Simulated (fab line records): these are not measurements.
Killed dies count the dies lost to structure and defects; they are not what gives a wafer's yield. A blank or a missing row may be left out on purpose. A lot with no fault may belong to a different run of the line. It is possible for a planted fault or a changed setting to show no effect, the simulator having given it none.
Code-filled problem report in 8D (eight disciplines) form | flow berkeley cmos170 | the parts of the form that need people (team, actions taken, sign-off) are left out

## 1. THE ISSUE
At UCB170_NVT_IMPLANT_07, dose ions cm2 averages 3e+12 over 6 wafers from 2 lots, while fault-free wafers read 3e+12, standard deviation 3.3e+09. Measured from the usual mean, that is +38 standard deviations.
Earliest sighting: wafer L767.2 on implanter-04 at day 9 22:44. At this step, 18 wafers from 6 lots have a number in the record. By rule, "out" or "out of limits" means more than 4 standard deviations away from the usual mean. All remaining wafers that have a number are taken as sound.

## 2. WHAT IT IS, WHAT IT ISN'T
question                    | is                     | is not
which readings at this step | dose ions cm2          | -
which lots                  | L767, L770             | L747, L753, L760, L763
which wafers of those lots  | all that have a number | -
read on which tools         | implanter-04           | implanter-01
when                        | from day 9 22:44       | up to then (12 sound wafers)

## 3. THE SUSPECTS, EACH WITH WHAT RULES IT OUT
Counting: any tool at a process step up to the reading is kept as a suspect provided that every lot that is out went through it and no sound lot did after the first of them.
- implanter-04 at UCB170_NVT_IMPLANT_07: kept. It processed each lot that is out, first L767 at day 9 22:44, and no sound lot thereafter; up to then, the last sound lot it processed was L753 at day 7 09:40. Out on those wafers are its own readings of dose ions cm2.
Remaining after the count: implanter-04 at UCB170_NVT_IMPLANT_07.

## 4. THE CAUSE (what the simulator had put in)
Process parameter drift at UCB170_NVT_IMPLANT_07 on implanter-04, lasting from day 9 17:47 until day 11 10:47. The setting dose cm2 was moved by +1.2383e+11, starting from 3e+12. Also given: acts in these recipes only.
Only this tool survived the counting.

## 5. SEQUENCE OF EFFECTS, ordered by route
One row per reading whose mean, taken over the struck wafers that have a number, lies over 3 standard deviations from the usual. Only readings whose record carries a usual standard deviation are examined. hours: median over the lots of the time between each lot's start at the first step of this table that gives one and its start at this step. sigmas: the change, counted in usual standard deviations.
hours | step                  | reading       | usual | on struck wafers | change | sigmas
0     | UCB170_NVT_IMPLANT_07 | dose ions cm2 | 3e+12 | 3e+12            | +1e+11 | +38
Process steps it contains:
- UCB170_NVT_IMPLANT_07

## 6. HOW IT WOULD HAVE BEEN CAUGHT EARLIER
In this record the first reading out of limits was taken at day 9 22:44, 5 hours after the fault began at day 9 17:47.
